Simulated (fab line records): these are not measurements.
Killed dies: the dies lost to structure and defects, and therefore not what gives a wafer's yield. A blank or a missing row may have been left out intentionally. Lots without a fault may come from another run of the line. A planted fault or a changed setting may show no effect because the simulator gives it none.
Comparing a struck lot with a sound one :: flow berkeley_cmos170 :: 44 out of 331 route steps
Sound: the wafers L927.3, L927.5, L927.6. Wafers struck: L942.1, L942.2, L942.5. Last of all comes the cause.
Order at every step that has rows: each side's tool, ch and its chambers, its first start. Under that, the readings that differ: sound wafers :: struck wafers :: difference of the means :: sigmas: that difference in standard deviations of wafers without a fault.
alike: a reading whose means differ by less than 2 such deviations, as well as words and numbers matching on both sides. not compared: withheld readings; readings where some wafer has no value; bounds like >300 that might hide an equal value; numbers whose values overlap and for which the record gives no deviation.
The two part at a step that has a row with sigmas, a row that says differs or no value, or rows on one side only. Numbers that have no deviation but don't overlap get no sigmas and don't part them. A reading missing from all wafers of one side parts the sides only when that side holds two or more wafers.

UCB170_GATE_ETCH_15: etches poly-Si in HBr/Cl2, stops on SiO2, time 56.3 s, target depth 278.2 nm.
  sound on rie_si-02 ch 0,1, day 7 18:16; struck on rie_si-01 ch 0,1,2, day 10 18:32
  alike: drypump_motor_current_A, oes_product_au, throttle_valve_pct
  not compared: rf_hours_counter_h
UCB170_GATE_STRIP_16: strips in O2.
  sound on plasma_asher-01 ch 0,1, day 7 18:20; struck on plasma_asher-02 ch 0,1, day 10 18:35
  alike: drypump_motor_current_A, o2_flow_sccm, oes_product_au
  not compared: rf_hours_counter_h
UCB170_GATE_CD_MEAS_90 targets a cd of 350 nm.
  sound: cd_sem-01 at day 7 18:35; struck: cd_sem-01 at day 10 18:41
  alike: cd_nm
then, 7 steps without rows for these wafers: UCB170_GATE_CLEAN_17 (cleans in SPM, time 600 s); UCB170_PLDD_HMDS_00 (prime time 60 s); UCB170_PLDD_COAT_01 (resist thk 900 nm); UCB170_PLDD_SOFTBAKE_02 (time 60 s); UCB170_PLDD_EXPOSE_03 (exposes mask PSELECT, target cd 1200 nm); UCB170_PLDD_PEB_04; UCB170_PLDD_DEVELOP_05 (develop time 45 s).
UCB170_PLDD_CD_MEAS_06 targets a cd of 1200 nm.
  sound: cd_sem-01 at day 7 22:01; struck: cd_sem-01 at day 10 20:21
  alike: cd_nm
UCB170_PLDD_OVL_MEAS_07:
  sound: overlay-01 at day 7 22:06; struck: overlay-02 at day 10 20:28
  alike: PLDD_OVL
UCB170_PLDD_IMPLANT_08:
  sound on implanter-02 ch 0, day 7 22:17; struck on implanter-01 ch 0, day 10 20:30
reading: implant_ion_amu
sound: 49 49 49
struck: 11 11 11
difference: -38
sigmas: 

reading: model.implant.rp_nm (nm)
sound: 10.12 10.12 10.12
struck: 32.86 32.86 32.86
difference: +22.74
sigmas: 

reading: model.implant.drp_nm (nm)
sound: 6.005 6.005 6.005
struck: 17.11 17.11 17.11
difference: +11.11
sigmas: 
next, for these wafers, 1 step has no rows: UCB170_PLDD_IMPLANT_09.
UCB170_PLDD_STRIP_10: strips in O2.
  sound on plasma_asher-03 ch 0,1, day 7 22:36; struck on plasma_asher-03 ch 0,1, day 10 20:48
  alike: drypump_motor_current_A, o2_flow_sccm, oes_product_au, strip_time_to_endpoint_s
  not compared: rf_hours_counter_h
UCB170_PLDD_TW_MEAS_11:
  sound: film_metro-03 at day 7 22:41; struck: film_metro-03 at day 10 20:54
reading: PLDD_TW
sound: 997 997 999
struck: 865 866 868
difference: -131
sigmas: -12
then, 7 steps without rows for these wafers: UCB170_PLDD_CLEAN_12 (cleans in SPM, time 600 s); UCB170_NLDD_HMDS_00 (prime time 60 s); UCB170_NLDD_COAT_01 (resist thk 900 nm); UCB170_NLDD_SOFTBAKE_02 (time 60 s); UCB170_NLDD_EXPOSE_03 (exposes mask NSELECT, target cd 1200 nm); UCB170_NLDD_PEB_04; UCB170_NLDD_DEVELOP_05 (develop time 45 s).
UCB170_NLDD_CD_MEAS_06 targets a cd of 1200 nm.
  sound: cd_sem-02 at day 8 00:05; struck: cd_sem-02 at day 10 22:36
  alike: cd_nm
UCB170_NLDD_OVL_MEAS_07:
  sound: overlay-01 at day 8 00:10; struck: overlay-02 at day 10 22:43
  alike: NLDD_OVL
then, 2 steps without rows for these wafers: UCB170_NLDD_IMPLANT_08; UCB170_NLDD_IMPLANT_09.
UCB170_NLDD_STRIP_10: strips in O2.
  sound on plasma_asher-04 ch 0,1, day 8 00:32; struck on plasma_asher-04 ch 0,1, day 10 23:03
  alike: drypump_motor_current_A, o2_flow_sccm, oes_product_au, strip_time_to_endpoint_s
  not compared: rf_hours_counter_h
UCB170_NLDD_TW_MEAS_11:
  sound: film_metro-03 at day 8 00:37; struck: film_metro-04 at day 10 23:10
reading: NLDD_TW
sound: 2188 2183 2185
struck: 2252 2248 2243
difference: +62
sigmas: +2
then, 1 step without rows for these wafers: UCB170_NLDD_CLEAN_12 (cleans in SPM, time 600 s).
UCB170_SPACER_CVD_00: deposits SiO2 from TEOS/O2, target thk 376 nm, time 47 s.
  sound on pecvd-02 ch 0,1,2, day 8 01:11; struck on pecvd-04 ch 1,2, day 10 23:24
  alike: heater_power_w
UCB170_SPACER_THK_MEAS_01:
  sound: film_metro-04 at day 8 01:14; struck: film_metro-04 at day 10 23:26
  alike: SPACER_TEOS_THK
then, 8 steps without rows for these wafers: UCB170_SPACER_ANNEAL_02 (time 1800 s); UCB170_SPACER_ETCHBACK_03 (etches SiO2 in CHF3/CF4/Ar, stops on Si, target depth 376 nm, time 100 s); UCB170_PSD_HMDS_00 (prime time 60 s); UCB170_PSD_COAT_01 (resist thk 900 nm); UCB170_PSD_SOFTBAKE_02 (time 60 s); UCB170_PSD_EXPOSE_03 (exposes mask PSELECT MOD, target cd 1200 nm); UCB170_PSD_PEB_04; UCB170_PSD_DEVELOP_05 (develop time 45 s).
UCB170_PSD_CD_MEAS_06 targets a cd of 1200 nm.
  sound: cd_sem-02 at day 8 08:50; struck: cd_sem-01 at day 11 07:35
  alike: cd_nm
UCB170_PSD_OVL_MEAS_07:
  sound: overlay-02 at day 8 08:55; struck: overlay-02 at day 11 07:43
  alike: PSD_OVL
UCB170_SDANNEAL_RS_MEAS_04: uses a four-point probe to measure.
  sound: film_metro-04 at day 8 12:44; struck: film_metro-04 at day 11 13:29
reading: PLDD_RS (ohm/sq)
sound: 1032.5 1032.3 1026.7
struck: 934.6 930.9 931.7
difference: -98.1
sigmas: -38
UCB170_M3_PROBE_99:
  the record has rows for the sound wafers here (prober-02, day 9 11:53) and none for the struck ones

## WHERE THEY PART
First at UCB170_PLDD_TW_MEAS_11; last, within this record, at UCB170_M3_PROBE_99.

WHY: the cause the simulator had injected
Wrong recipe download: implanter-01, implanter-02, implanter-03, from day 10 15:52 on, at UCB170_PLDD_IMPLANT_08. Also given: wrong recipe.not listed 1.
